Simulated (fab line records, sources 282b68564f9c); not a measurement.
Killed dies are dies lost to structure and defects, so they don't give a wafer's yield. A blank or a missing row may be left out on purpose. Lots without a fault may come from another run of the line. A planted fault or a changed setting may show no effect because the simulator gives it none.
Problem report in the 8D (eight disciplines) form, filled by code | flow rit_cmos | the parts of the form that need people (team, actions taken, sign-off) are left out

1. THE PROBLEM
NWELL_RS at RIT_WELLDRIVE_RS_MEAS_01 reads a mean of 346.2 ohm/sq on 6 wafers of 2 lots; wafers without a fault read 275.5 ohm/sq with a standard deviation of 0.7. That is +99 or more standard deviations from the usual mean.
The step: measures by four-point-probe.
First seen on wafer L881.1, day 4 07:38, on film_metro-01. The record holds 42 wafers of 14 lots with a number at this step. Rule for "out", or "out of limits": more than 4 standard deviations from the usual mean. The other wafers with a number count as sound.

2. WHAT IT IS AND WHAT IT IS NOT
question                    | is                           | is not
which readings at this step | NWELL_RS                     | -
which lots                  | L881, L882                   | L875, L877, L879, L884, L886, L887, L888, L889, L891, L892, L894, L895
which wafers of those lots  | all that have a number       | -
read on which gauges        | film_metro-01, film_metro-04 | film_metro-02
when                        | from day 4 07:38             | up to then (9 sound wafers); but 27 sound wafers of L884, L886, L887, L888, L889, L891, L892, L894, L895 came after

3. SUSPECTS, AND WHAT RULES EACH OUT
Counting: a tool at a process step up to the reading stays a suspect if it ran every lot that is out and no sound lot after the first of them.
- the gauge at RIT_WELLDRIVE_RS_MEAS_01: ruled out. The wafers that are out were read on 2 gauges (film_metro-01, film_metro-04).
- furnace-01 at RIT_WELLDRIVE_ANNEAL_00 (time 14700 s): kept. It ran every lot that is out, first L881 (day 4 02:34), and no sound lot after that; its last sound lot up to then is L877 (day 3 03:53). Its own readings are out on those wafers: spike_tc_centre_C, spike_tc_load_C, spike_tc_source_C, tube_center_temp_C, tube_center_temp_C_max.
Left after counting: furnace-01 at RIT_WELLDRIVE_ANNEAL_00.

4. THE CAUSE (what the simulator had put in)
Process parameter drift: furnace-01, from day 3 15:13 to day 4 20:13, at RIT_WELLDRIVE_ANNEAL_00. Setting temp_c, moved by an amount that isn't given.
Counting left only this tool.

5. THE CHAIN OF EFFECTS, in route order
Each row: a reading whose mean over the struck wafers that have a number lies more than 3 standard deviations from the usual. Only readings for which the record gives a usual standard deviation are gone through. hours: the time from each lot's start at the first step in this table that gives one to its start at this step, as a median over the lots. sigmas: the change in usual standard deviations.
hours | step                     | reading                | usual        | on struck wafers | change | sigmas
0     | RIT_WELLDRIVE_ANNEAL_00  | spike_tc_centre_C      | 1102.1 C     | 1043.3           | -58.8  | -49
0     | RIT_WELLDRIVE_ANNEAL_00  | spike_tc_load_C        | 1127.5 C     | 1070.0           | -57.5  | -21
0     | RIT_WELLDRIVE_ANNEAL_00  | spike_tc_source_C      | 1126.3 C     | 1066.1           | -60.2  | -55
0     | RIT_WELLDRIVE_ANNEAL_00  | tube_center_temp_C     | 1100 C       | 1040             | -60    | -99 or more
0     | RIT_WELLDRIVE_ANNEAL_00  | tube_center_temp_C_max | 1102.9       | 1043.3           | -59.6  | -99 or more
5     | RIT_WELLDRIVE_RS_MEAS_01 | NWELL_RS               | 275.5 ohm/sq | 346.2            | +70.7  | +99 or more
5     | RIT_WELLDRIVE_RS_MEAS_02 | PWELL_RS               | 429.3 ohm/sq | 494.9            | +65.6  | +55
The process steps in it:
- RIT_WELLDRIVE_ANNEAL_00: time 14700 s.

6. WHAT WOULD HAVE CAUGHT IT SOONER
In this record the first reading out of limits at a measuring or inspecting step was taken at day 4 07:38, 16 hours after the fault began at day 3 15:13.
The tool's own readings at RIT_WELLDRIVE_ANNEAL_00 were out on every struck wafer that the step has a row for (spike_tc_centre_C, spike_tc_load_C, spike_tc_source_C, tube_center_temp_C, tube_center_temp_C_max): an alarm limit on them would have fired on the first of those.
All the lots that are out (2) had begun RIT_WELLDRIVE_ANNEAL_00 on furnace-01 by day 4 07:38. A hold on the tool at that time would have spared none of them.
